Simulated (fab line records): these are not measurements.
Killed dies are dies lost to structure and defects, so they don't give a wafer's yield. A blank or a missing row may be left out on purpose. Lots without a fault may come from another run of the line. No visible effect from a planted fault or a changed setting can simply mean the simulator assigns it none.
Check for tools in common    flow berkeley cmos170    Sample size 14 lots and 42 wafers

## WHY IT WAS OPENED
UCB170_GATE_THK_MEAS_05, reading GATE_POLY_THK: flagged on 2 of 14 lots. No-fault wafers: 213.4 nm, standard deviation 1.6.
Rule: a lot gets a flag if all its wafers with a number sit over 4 standard deviations from that mean, or if no wafer of it has a number. The rest of the lots are taken to be sound.

lot   measured      on             GATE_POLY_THK (nm), wafer by wafer  flag
L241  day 7 02:51   film metro-01  212.3 211.8 212.5                   
L244  day 7 09:51   film metro-01  211.8 212.9 213.5                   
L243  day 7 09:53   film metro-03  216.7 215.6 213.7                   
L242  day 7 09:54   film metro-04  214.9 216.5 212.6                   
L245  day 7 17:54   film metro-03  212.9 213.2 216.0                   
L247  day 8 13:07   film metro-04  214.1 213.4 211.8                   
L248  day 8 13:07   film metro-03  215.5 210.9 211.8                   
L256  day 10 12:00  film metro-04  295.5 292.4 294.4                   FLAGGED
L257  day 10 12:01  film metro-03  291.6 292.6 291.5                   FLAGGED
L258  day 11 06:32  film metro-04  214.5 212.3 213.6                   
L259  day 11 13:35  film metro-01  211.4 211.8 214.3                   
L262  day 11 13:39  film metro-03  214.1 214.5 214.2                   
L260  day 11 13:40  film metro-04  214.3 212.7 214.9                   
L264  day 12 03:34  film metro-03  213.8 213.1 213.5                   
On average the flagged lots' numbers are 293.0 nm, which is +79.6 nm against the usual, or +50 standard deviations.

## LOT BY LOT: THE TOOL USED
The record keeps 1 process step preceding the reading, out of 331 steps on the route. Every cell lists first the tool, next ch and the chambers used by the sampled wafers, and last the start.
lot   flag     UCB170_GATE_CVD_04
L241           lpcvd-01 ch 0, day 7 00:44
L244           lpcvd-02 ch 1, day 7 08:26
L243           lpcvd-02 ch 0, day 7 08:26
L242           lpcvd-02 ch 0, day 7 08:26
L245           lpcvd-01 ch 1, day 7 15:47
L247           lpcvd-01 ch 1, day 8 11:43
L248           lpcvd-01 ch 0, day 8 11:43
L256  FLAGGED  lpcvd-02 ch 1, day 10 10:36
L257  FLAGGED  lpcvd-02 ch 1, day 10 10:36
L258           lpcvd-01 ch 0, day 11 05:08
L259           lpcvd-01 ch 0, day 11 12:11
L262           lpcvd-01 ch 1, day 11 12:11
L260           lpcvd-01 ch 1, day 11 12:11
L264           lpcvd-01 ch 0, day 12 02:10
These steps, and what they do:
- UCB170_GATE_CVD_04: deposits poly-Si from SiH4, time 1440 s, target thk 214 nm.
- UCB170_GATE_THK_MEAS_05

## FLAGGED AGAINST TOTAL, ONE TOOL AT A TIME (gauges that did the reading follow at the end)
step                     tool           lots run  flagged  share of the flagged lots  sound lots run after its first flagged lot
UCB170_GATE_CVD_04       lpcvd-01       9         0        none                       -
UCB170_GATE_CVD_04       lpcvd-02       5         2        all                        0
UCB170_GATE_THK_MEAS_05  film metro-01  3         0        none                       -
UCB170_GATE_THK_MEAS_05  film metro-03  6         1        some                       2 (L262,L264)
UCB170_GATE_THK_MEAS_05  film metro-04  5         1        some                       2 (L258,L260)

## THE TABLE: WHAT IT ALLOWS
Rows of the table that ran each flagged lot: 1, that is lpcvd-02 at UCB170_GATE_CVD_04.
- lpcvd-02 at UCB170_GATE_CVD_04: 2 of its 5 lots flagged. It ran its last sound lot, L242, at day 7 08:26 and its first flagged lot, L256, at day 10 10:36: a fault with its onset between the two fits.
One tool is left: lpcvd-02 at UCB170_GATE_CVD_04.

## WHAT THE SIMULATOR HAD PUT IN
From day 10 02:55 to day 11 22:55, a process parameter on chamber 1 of lpcvd-02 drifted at UCB170_GATE_CVD_04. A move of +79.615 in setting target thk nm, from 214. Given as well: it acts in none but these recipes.
Shown lots that were struck: L256, L257. The rule above reached the same finding.
